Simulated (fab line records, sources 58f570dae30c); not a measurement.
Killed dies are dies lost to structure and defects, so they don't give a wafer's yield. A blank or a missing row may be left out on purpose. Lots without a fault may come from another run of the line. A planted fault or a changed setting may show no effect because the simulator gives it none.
Which tool did it? | flow berkeley_cmos170 | 7 lots, 21 wafers sampled, at 1 step of a route of 331

WHAT THE GAUGES READ, wafer by wafer
UCB170_START_BOW_MEAS_00.
lot  | measured    | on            | INCOMING_BOW (um)
L364 | day 1 20:00 | film_metro-03 | -1 -2 -16
L366 | day 2 06:00 | film_metro-04 | -5 11 -7
L368 | day 2 16:00 | film_metro-02 | -1 8 3
L372 | day 3 12:01 | film_metro-04 | 12 -1 1
L374 | day 3 22:01 | film_metro-03 | 3 -2 1
L376 | day 4 08:02 | film_metro-03 | -11 -4 -19
L384 | day 6 00:00 | film_metro-04 | 5 -6 -3

WHICH TOOL RAN EACH LOT (tool, then ch and the chambers of the sampled wafers, then the start)
The record holds no process step before these readings.

THE ANSWER, worked out from the rows above alone
Rule: what is usual is taken from the lots themselves. Put in order of their means at a reading, lots are off if they are a third of the lots or fewer, leave a main group of 4 or more, and stand apart from it by a gap of 3 or more times the standard deviation of the main group's means; of several such gaps the widest counts. A main group whose means are all the same, to the digits that the tables above print for the reading, isn't used. A lot without any number at a reading at which 4 lots or more have one is off too. The other lots that the step has rows for count as sound.
No lot is off at any reading shown: from this, nothing can be told.

WHAT THE SIMULATOR HAD PUT IN
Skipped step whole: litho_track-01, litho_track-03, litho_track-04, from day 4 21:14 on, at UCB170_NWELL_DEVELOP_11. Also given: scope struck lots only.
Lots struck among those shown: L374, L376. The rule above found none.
